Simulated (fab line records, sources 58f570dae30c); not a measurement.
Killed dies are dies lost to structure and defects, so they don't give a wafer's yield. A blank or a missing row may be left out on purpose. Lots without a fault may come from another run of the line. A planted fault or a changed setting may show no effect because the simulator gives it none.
Chamber matching | flow berkeley_cmos170 | UCB170_V1_CMP_02 on cmp-02: 4 sister chambers
The step polishes SiO2. 20 wafers are shown with their chamber, then 10 later ones without.

WAFERS WITH THEIR CHAMBER
wafer  | chamber | motor_current_A (A)
L299.1 | 3       | 15.9
L299.2 | 2       | 17.8
L299.3 | 0       | 18.9
L300.1 | 0       | 17.6
L300.3 | 1       | 17.8
L300.6 | 2       | 18.4
L306.1 | 3       | 15.5
L306.3 | 0       | 17.7
L306.4 | 1       | 16.8
L309.1 | 0       | 18.5
L309.2 | 2       | 18.1
L309.4 | 3       | 16.0
L308.1 | 3       | 15.8
L308.2 | 0       | 18.5
L308.6 | 3       | 15.7
L311.3 | 3       | 16.0
L311.4 | 0       | 17.9
L311.5 | 0       | 17.8
L312.1 | 1       | 18.2
L312.5 | 3       | 15.5

SIGNATURES (means of the wafers above)
reading         | chamber 0 | chamber 1 | chamber 2 | chamber 3 | scatter within a chamber
motor_current_A | 18.129    | 17.600    | 18.100    | 15.771    | 0.432
Rule: a wafer's distance from a chamber is the root of the sum, over the readings, of the square of ((its reading less the chamber's mean) divided by the reading's scatter). The wafer belongs to the nearest chamber; if the next one is less than 2 further off, it can't be placed. The scatter: the root of (the sum of the squares of (reading less its chamber's mean) over the shown wafers, divided by (wafers less chambers)).

WAFERS WITHOUT THEIR CHAMBER
wafer  | motor_current_A (A)
L312.6 | 17.7
L313.3 | 17.9
L313.5 | 17.4
L313.6 | 16.6
L314.1 | 17.3
L314.2 | 18.6
L314.5 | 16.2
L315.2 | 17.1
L315.3 | 18.1
L315.6 | 17.9

WHICH CHAMBER EACH WENT THROUGH
wafer  | from the rows above               | in truth
L312.6 | can't be placed: 1 or 2 or 0      | 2
L313.3 | can't be placed: 2 or 0 or 1      | 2
L313.5 | can't be placed: 1 or 2 or 0      | 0
L313.6 | can't be placed: 3 or 1 or 2 or 0 | 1
L314.1 | can't be placed: 1 or 2 or 0      | 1
L314.2 | can't be placed: 0 or 2 or 1      | 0
L314.5 | 3                                 | 3
L315.2 | can't be placed: 1 or 2 or 0 or 3 | 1
L315.3 | can't be placed: 2 or 0 or 1      | 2
L315.6 | can't be placed: 2 or 0 or 1      | 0
Placed correctly: 1 of 10. Can't be placed from these rows: 9 (the true chamber is among the candidates in 9). Placed wrongly: 0.
